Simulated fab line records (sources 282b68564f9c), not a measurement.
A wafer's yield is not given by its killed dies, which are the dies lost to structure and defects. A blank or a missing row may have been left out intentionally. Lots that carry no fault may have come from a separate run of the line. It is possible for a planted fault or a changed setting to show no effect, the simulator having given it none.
fab line records	flow rit_cmos	part 2 of 2: steps 35 to 47 of 47
[record] lots = 5	wafers = 15	last_day = 7
route steps=202 shown GATE@94 REOX@98 NLDD@103 PLDD@114 SPACER@125 NSD@131
lots with no fault: from the same line, run without faults
start_h: hours from the record's opening day to when the first of the lot's shown wafers began	wait_h: hours elapsed since this lot's preceding step	" same as the row above	L1.1+2: a row that stands for several wafers	- no value, or no start given	* or withheld: withheld	< > ~ a bound
route shown NAME@n: a module of which the file shows steps, and the number in the route of the first	usual: average and standard deviation across the fault-free wafers	same: alike in all rows	chamber/n: place in a boat	sites: readings site by site	_std_site: the standard deviation of these	_edge_site: the outer-site mean with the inner-site mean subtracted	radius_mm: how far each site lies from the wafer's centre	mask NAME#n: copy n	behind: tool/chamber where the wafer was last shaped	hold: the reason the lot was held/the length of the hold in hours/how it ended	device: the n, p or np transistor that did not switch	end of line: the route-end tests of the same wafers	a step without rows: its recipe alone	killed: count of dies lost to structure and defects at first sort (not the wafer's yield)	map: per-die view of a wafer (x killed, . not killed, _ where there is no die)
set.NAME: the run value of the setting; set.NAME@STEP: its run value at that earlier step	model.NAME: the simulator's own value behind a step, which no gauge read
certain route steps with their lots: each step a table, each wafer a row
services: from which hour (start_h, from the record's first day; less than 0 if before it) a tool's chamber was out of use, for how many hours, and why
[[steps]]
[step RIT_SPACER_CVD_03]
[recipe] material = Si3N4	target_thk_nm = 250	temp_c = 810	precursor = SiH2Cl2/NH3	time_s = 3300	pressure_mtorr = 300	sih2cl2_flow_sccm = 60	nh3_flow_sccm = 150
[usual] spike_tc_source_C = 828/4.8	zone_power_source_pct = 22.3/1.4
lot.wafer	tool	chamber	start_h	wait_h	spike_tc_source_C	zone_power_source_pct
L085.1	lpcvd-01	0	99.31	0.9	825	24.7
L085.2	"	0	"	"	820	24.4
L085.3	"	0	"	"	821	24.6
L086.1	lpcvd-02	1	107.80	0.0	827	21.0
L086.3	"	1	"	"	827	21.5
L086.5	"	1	"	"	829	21.2
L088.1	lpcvd-01	1	114.39	0.0	834	22.1
L088.2	"	1	"	"	837	21.9
L088.6	"	1	"	"	834	22.2
L090.1	lpcvd-02	0	124.63	0.0	828	21.1
L090.3	"	0	"	"	827	20.6
L090.4	"	0	"	"	828	21.1
L094.2	lpcvd-01	1	144.40	0.0	838	22.0
L094.5	"	1	"	"	835	22.4
L094.6	"	1	"	"	835	22.1
[step RIT_SPACER_THK_MEAS_04]
[recipe] reads = Si3N4_of_SPACER_CVD_03
[usual] SPACER_NITRIDE_THK = 251.0/2.2
lot.wafer	tool	chamber	start_h	wait_h	SPACER_NITRIDE_THK[nm]
L085.1	film_metro-04	-	101.23	0.0	253.7
L085.2	"	-	"	"	253.9
L085.3	"	-	"	"	250.8
L086.1	film_metro-03	-	110.67	0.0	249.8
L086.3	"	-	"	"	250.7
L086.5	"	-	"	"	251.3
L088.1	film_metro-03	-	116.30	0.0	249.6
L088.2	"	-	"	"	249.9
L088.6	"	-	"	"	249.1
L090.1	film_metro-01	-	126.54	0.0	254.9
L090.3	"	-	"	"	253.0
L090.4	"	-	"	"	252.9
L094.2	film_metro-03	-	146.33	0.0	251.4
L094.5	"	-	"	"	250.1
L094.6	"	-	"	"	250.8
[step RIT_SPACER_ETCHBACK_05]
[recipe] target_depth_a = 2500	SF6_flow_sccm = 30	CHF3_flow_sccm = 30	target = Si3N4	chemistry = SF6/CHF3	pressure_mtorr = 40	rf_w = 250	time_s = 240	stop_on = SiO2
[usual] drypump_motor_current_A = 6.1/0.36	oes_product_au = 0.848/0.013	rf_fwd_power_W = 249.3/0.77	throttle_valve_pct = 10.30/0.15
lot.wafer	tool	chamber	start_h	wait_h	drypump_motor_current_A	oes_product_au	rf_fwd_power_W	rf_hours_counter_h	throttle_valve_pct
L085.1	rie_diel-04	2	101.29	0.1	6.2	0.867	250.6	160	10.21
L085.2	"	1	"	"	5.5	0.856	249.7	34	10.30
L085.3	"	3	"	"	6.0	0.857	249.5	4	10.25
L086.1	rie_diel-02	3	110.73	0.1	6.5	0.864	249.6	152	10.47
L086.3	"	0	"	"	6.7	0.838	249.0	65	10.04
L086.5	"	1	"	"	5.7	0.843	249.2	-	10.40
L088.1	rie_diel-02	3	116.36	0.1	6.4	0.874	249.8	152	10.47
L088.2	"	0	"	"	6.7	0.840	249.1	65	10.05
L088.6	"	3	"	"	6.5	0.858	249.1	-	10.48
L090.1	rie_diel-03	2	126.60	0.1	6.0	0.854	249.6	8	10.41
L090.3	"	3	"	"	6.3	0.856	251.1	3	10.56
L090.4	"	0	"	"	5.9	0.851	249.7	21	10.43
L094.2	rie_diel-03	1	146.38	0.0	6.0	0.841	248.8	15	10.22
L094.5	"	1	"	"	6.0	0.855	248.9	-	10.21
L094.6	"	0	"	"	5.9	0.839	250.3	-	10.43
[step RIT_NSD_HMDS_00]
[recipe] prime_time_s = 60	prime_temp_c = 140
lot.wafer	tool	chamber	start_h	wait_h
L085.1+2+3	litho_track-03	0	101.44	0.1
L086.1+3+5	litho_track-03	0	110.88	0.1
L088.1+2+6	litho_track-01	0	116.59	0.1
L090.1+3+4	litho_track-04	0	126.75	0.1
L094.2+5+6	litho_track-01	0	146.55	0.1
[step RIT_NSD_COAT_01]
[recipe] resist = NOVOLAK	spin_rpm = 3250	resist_thk_nm = 1000
[usual] spin_speed_rpm = 3249.3/2.3
lot.wafer	tool	chamber	start_h	wait_h	spin_speed_rpm
L085.1	litho_track-03	0	101.59	0.1	3248.5
L085.2	"	0	"	"	3248.3
L085.3	"	0	"	"	3250.7
L086.1	litho_track-03	0	111.03	0.1	3254.3
L086.3	"	0	"	"	3250.9
L086.5	"	0	"	"	3251.3
L088.1	litho_track-01	0	116.74	0.1	3243.6
L088.2	"	0	"	"	3248.8
L088.6	"	0	"	"	3249.2
L090.1	litho_track-04	0	126.90	0.1	3251.1
L090.3	"	0	"	"	3251.3
L090.4	"	0	"	"	3250.1
L094.2	litho_track-01	0	146.70	0.1	3250.9
L094.5	"	0	"	"	3251.5
L094.6	"	0	"	"	3250.8
[step RIT_NSD_SOFTBAKE_02]
[recipe] resist = NOVOLAK	temp_c = 90	time_s = 60
lot.wafer	tool	chamber	start_h	wait_h
L085.1+2+3	litho_track-03	0	101.74	0.1
L086.1+3+5	litho_track-03	0	111.18	0.1
L088.1+2+6	litho_track-01	0	116.89	0.1
L090.1+3+4	litho_track-04	0	127.05	0.1
L094.2+5+6	litho_track-01	0	146.85	0.1
[step RIT_NSD_EXPOSE_03]
[recipe] mask_id = M9	na = 0.57	target_cd_nm = 40700	dose_mj = 250
lot.wafer	tool	chamber	start_h	wait_h	mask
L085.1+2+3	iline_stepper-02	0	101.89	0.1	M9#0
L086.1+3+5	iline_stepper-01	0	111.55	0.3	M9#0
L088.1+2+6	iline_stepper-02	0	117.16	0.2	M9#0
L090.1+3+4	iline_stepper-01	0	127.20	0.1	M9#0
L094.2+5+6	iline_stepper-01	0	147.12	0.2	M9#0
[step RIT_NSD_PEB_04]
[recipe] resist = NOVOLAK	temp_c = withheld	time_s = withheld
lot.wafer	tool	chamber	start_h	wait_h
L085.1+2+3	litho_track-04	0	102.01	0.1
L086.1+3+5	litho_track-03	0	111.67	0.1
L088.1+2+6	litho_track-01	0	117.28	0.1
L090.1+3+4	litho_track-04	0	127.32	0.1
L094.2+5+6	litho_track-03	0	147.30	0.2
[step RIT_NSD_DEVELOP_05]
[recipe] resist = NOVOLAK	develop_time_s = 50	dev_temp_c = 23
lot.wafer	tool	chamber	start_h	wait_h
L085.1+2+3	litho_track-04	0	-	-
L086.1+3+5	litho_track-03	0	-	-
L088.1+2+6	litho_track-01	0	-	-
L090.1+3+4	litho_track-04	0	-	-
L094.2+5+6	litho_track-03	0	-	-
[step RIT_NSD_OVL_MEAS_06]
[usual] NSD_OVL = 1.2/1.3
lot.wafer	tool	chamber	start_h	wait_h	NSD_OVL[nm]
L085.1	overlay-02	-	102.29	-	1.1
L085.2	"	-	"	"	1.7
L085.3	"	-	"	"	2.8
L086.1	overlay-02	-	111.95	-	0.4
L086.3	"	-	"	"	0.9
L086.5	"	-	"	"	3.2
L088.1	overlay-02	-	117.56	-	0.4
L088.2	"	-	"	"	0.2
L088.6	"	-	"	"	-0.1
L090.1	overlay-02	-	127.60	-	1.9
L090.3	"	-	"	"	0.3
L090.4	"	-	"	"	0.0
L094.2	overlay-01	-	147.57	-	1.7
L094.5	"	-	"	"	2.5
L094.6	"	-	"	"	1.6
[step RIT_NSD_HARDBAKE_07]
[recipe] resist = NOVOLAK	temp_c = 140	time_s = 60
lot.wafer	tool	chamber	start_h	wait_h
L085.1+2+3	litho_track-03	0	102.32	0.0
L086.1+3+5	litho_track-03	0	111.99	0.0
L088.1+2+6	litho_track-04	0	117.60	0.0
L090.1+3+4	litho_track-01	0	127.64	0.0
L094.2+5+6	litho_track-03	0	147.62	0.0
[step RIT_NSD_IMPLANT_08]
[recipe] species = P	energy_kev = 25	dose_cm2 = 1e+15	tilt_deg = 7
lot.wafer	tool	chamber	start_h	wait_h
L085.1+2+3	implanter-03	0	102.47	0.1
L086.1+3+5	implanter-02	0	112.14	0.1
L088.1+2+6	implanter-03	0	117.75	0.1
L090.1+3+4	implanter-03	0	127.79	0.1
L094.2+5+6	implanter-02	0	147.77	0.1
[step RIT_NSD_STRIP_09]
[recipe] chemistry = O2	time_s = 180	resist = NOVOLAK	platen_temp_c = withheld	power_w = 500	pressure_mtorr = 4000	o2_flow_sccm = 4000
[usual] drypump_motor_current_A = 5.8/0.48
lot.wafer	tool	chamber	start_h	wait_h	drypump_motor_current_A	rf_hours_counter_h
L085.1	plasma_asher-01	0	102.62	0.1	5.2	47
L085.2	"	1	"	"	5.9	47
L085.3	"	0	"	"	5.2	-
L086.1	plasma_asher-01	1	112.35	0.2	6.0	49
L086.3	"	0	"	"	5.2	-
L086.5	"	0	"	"	5.2	-
L088.1	plasma_asher-02	1	117.90	0.1	4.9	0
L088.2	"	0	"	"	6.1	0
L088.6	"	0	"	"	6.1	-
L090.1	plasma_asher-04	0	127.94	0.1	5.8	51
L090.3	"	0	"	"	5.8	-
L090.4	"	1	"	"	6.5	-
L094.2	plasma_asher-04	0	147.90	0.1	5.8	54
L094.5	"	0	"	"	5.8	-
L094.6	"	1	"	"	6.5	-
[[services]]
tool	chamber	start_h	hours	kind
rie_diel-03	1	72.59	11.7	repair
rie_diel-03	2	83.28	2.2	repair
rie_diel-04	0	83.70	4.1	repair
furnace-01	-	85.35	3.3	pm
iline_stepper-01	-	87.55	1.0	repair
rie_si-02	3	89.89	4.7	repair
rie_diel-02	2	95.63	-	clean
rie_diel-02	2	95.63	36.7	scheduled_down
rie_diel-02	2	95.63	36.7	vent_cycle
lpcvd-02	-	101.58	6.0	pm
rie_diel-03	3	103.44	3.8	repair
furnace-02	-	104.22	4.5	pm
rie_si-01	1	107.84	37.5	repair
plasma_asher-02	-	108.75	9.0	pm
plasma_asher-02	0	108.75	9.0	vent_cycle
plasma_asher-02	1	108.75	9.0	vent_cycle
plasma_asher-03	-	110.13	0.6	repair
rie_diel-02	1	115.91	2.9	repair
plasma_asher-02	0	117.75	-	clean
plasma_asher-02	1	117.75	-	clean
plasma_asher-02	-	120.17	14.6	pm
furnace-03	-	124.37	3.1	pm
furnace-03	-	124.80	1.1	repair
rie_diel-02	3	132.35	-	clean
